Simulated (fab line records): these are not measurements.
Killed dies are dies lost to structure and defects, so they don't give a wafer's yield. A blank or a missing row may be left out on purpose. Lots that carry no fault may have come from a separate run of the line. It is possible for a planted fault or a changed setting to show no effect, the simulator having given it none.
Matching of chambers / flow ritCmos / RIT_ACTIVE_ETCH_13 on rieDiel-04 has 4 sister chambers
The step etches Si3N4 in SF6, stops on SiO2, time 210 s, target depth 210 nm. 18 wafers are shown with their chamber, then 9 later ones without.

## WAFERS PAIRED WITH THEIR CHAMBERS
wafer=L243.3; chamber=3; drypumpMotorCurrentA (A)=5.5; throttleValvePct (%)=7.37; oesProductAu (a.u.)=0.801
wafer=L243.4; chamber=1; drypumpMotorCurrentA (A)=5.7; throttleValvePct (%)=7.73; oesProductAu (a.u.)=0.825
wafer=L243.6; chamber=0; drypumpMotorCurrentA (A)=5.9; throttleValvePct (%)=7.39; oesProductAu (a.u.)=0.806
wafer=L244.2; chamber=1; drypumpMotorCurrentA (A)=5.7; throttleValvePct (%)=7.74; oesProductAu (a.u.)=0.828
wafer=L244.3; chamber=3; drypumpMotorCurrentA (A)=5.5; throttleValvePct (%)=7.37; oesProductAu (a.u.)=0.798
wafer=L244.4; chamber=2; drypumpMotorCurrentA (A)=6.2; throttleValvePct (%)=7.36; oesProductAu (a.u.)=0.815
wafer=L246.1; chamber=3; drypumpMotorCurrentA (A)=5.5; throttleValvePct (%)=7.37; oesProductAu (a.u.)=0.820
wafer=L246.3; chamber=0; drypumpMotorCurrentA (A)=5.9; throttleValvePct (%)=7.39; oesProductAu (a.u.)=0.802
wafer=L246.5; chamber=3; drypumpMotorCurrentA (A)=5.5; throttleValvePct (%)=7.39; oesProductAu (a.u.)=0.806
wafer=L247.1; chamber=3; drypumpMotorCurrentA (A)=5.5; throttleValvePct (%)=7.37; oesProductAu (a.u.)=0.801
wafer=L247.2; chamber=1; drypumpMotorCurrentA (A)=5.7; throttleValvePct (%)=7.73; oesProductAu (a.u.)=0.830
wafer=L247.6; chamber=0; drypumpMotorCurrentA (A)=5.9; throttleValvePct (%)=7.41; oesProductAu (a.u.)=0.799
wafer=L253.1; chamber=0; drypumpMotorCurrentA (A)=5.8; throttleValvePct (%)=7.41; oesProductAu (a.u.)=0.807
wafer=L253.2; chamber=2; drypumpMotorCurrentA (A)=6.2; throttleValvePct (%)=7.35; oesProductAu (a.u.)=0.813
wafer=L253.3; chamber=3; drypumpMotorCurrentA (A)=5.5; throttleValvePct (%)=7.39; oesProductAu (a.u.)=0.797
wafer=L256.1; chamber=2; drypumpMotorCurrentA (A)=6.2; throttleValvePct (%)=7.36; oesProductAu (a.u.)=0.799
wafer=L256.3; chamber=1; drypumpMotorCurrentA (A)=5.7; throttleValvePct (%)=7.73; oesProductAu (a.u.)=0.823
wafer=L256.4; chamber=3; drypumpMotorCurrentA (A)=5.5; throttleValvePct (%)=7.37; oesProductAu (a.u.)=0.792

SIGNATURES (means of the wafers above)
reading=drypumpMotorCurrentA; chamber 0=5.875; chamber 1=5.700; chamber 2=6.200; chamber 3=5.500; scatter within a chamber=0.0231
reading=throttleValvePct; chamber 0=7.4000; chamber 1=7.7325; chamber 2=7.3567; chamber 3=7.3757; scatter within a chamber=0.00892
reading=oesProductAu; chamber 0=0.80350; chamber 1=0.82650; chamber 2=0.80900; chamber 3=0.80214; scatter within a chamber=0.0071
Rule: a wafer's distance from a chamber is the root of the sum, over the readings, of the square of ((its reading less the chamber's mean) divided by the reading's scatter). The wafer belongs to the nearest chamber; if the next one is less than 2 further off, it can't be placed. The scatter: take each reading less its chamber's mean, square it, sum over the shown wafers, divide by the number of wafers less the number of chambers, and take the root.

## WAFERS WITHOUT THEIR CHAMBER
wafer=L258.2; drypumpMotorCurrentA (A)=5.7; throttleValvePct (%)=7.75; oesProductAu (a.u.)=0.833
wafer=L258.4; drypumpMotorCurrentA (A)=5.8; throttleValvePct (%)=7.41; oesProductAu (a.u.)=0.808
wafer=L258.5; drypumpMotorCurrentA (A)=5.7; throttleValvePct (%)=7.72; oesProductAu (a.u.)=0.826
wafer=L260.1; drypumpMotorCurrentA (A)=5.8; throttleValvePct (%)=7.40; oesProductAu (a.u.)=0.808
wafer=L260.5; drypumpMotorCurrentA (A)=5.8; throttleValvePct (%)=7.41; oesProductAu (a.u.)=0.802
wafer=L260.6; drypumpMotorCurrentA (A)=5.7; throttleValvePct (%)=7.76; oesProductAu (a.u.)=0.842
wafer=L263.1; drypumpMotorCurrentA (A)=5.7; throttleValvePct (%)=7.74; oesProductAu (a.u.)=0.824
wafer=L263.2; drypumpMotorCurrentA (A)=6.2; throttleValvePct (%)=7.34; oesProductAu (a.u.)=0.816
wafer=L263.4; drypumpMotorCurrentA (A)=6.2; throttleValvePct (%)=7.35; oesProductAu (a.u.)=0.806

## THE CHAMBER EACH PASSED THROUGH
wafer=L258.2; from the rows above=1; in truth=1
wafer=L258.4; from the rows above=0; in truth=0
wafer=L258.5; from the rows above=1; in truth=1
wafer=L260.1; from the rows above=0; in truth=0
wafer=L260.5; from the rows above=0; in truth=0
wafer=L260.6; from the rows above=1; in truth=1
wafer=L263.1; from the rows above=1; in truth=1
wafer=L263.2; from the rows above=2; in truth=2
wafer=L263.4; from the rows above=2; in truth=2
Correctly placed: 9 of 9. Left unplaced by these rows: 0. 0 placed wrongly.
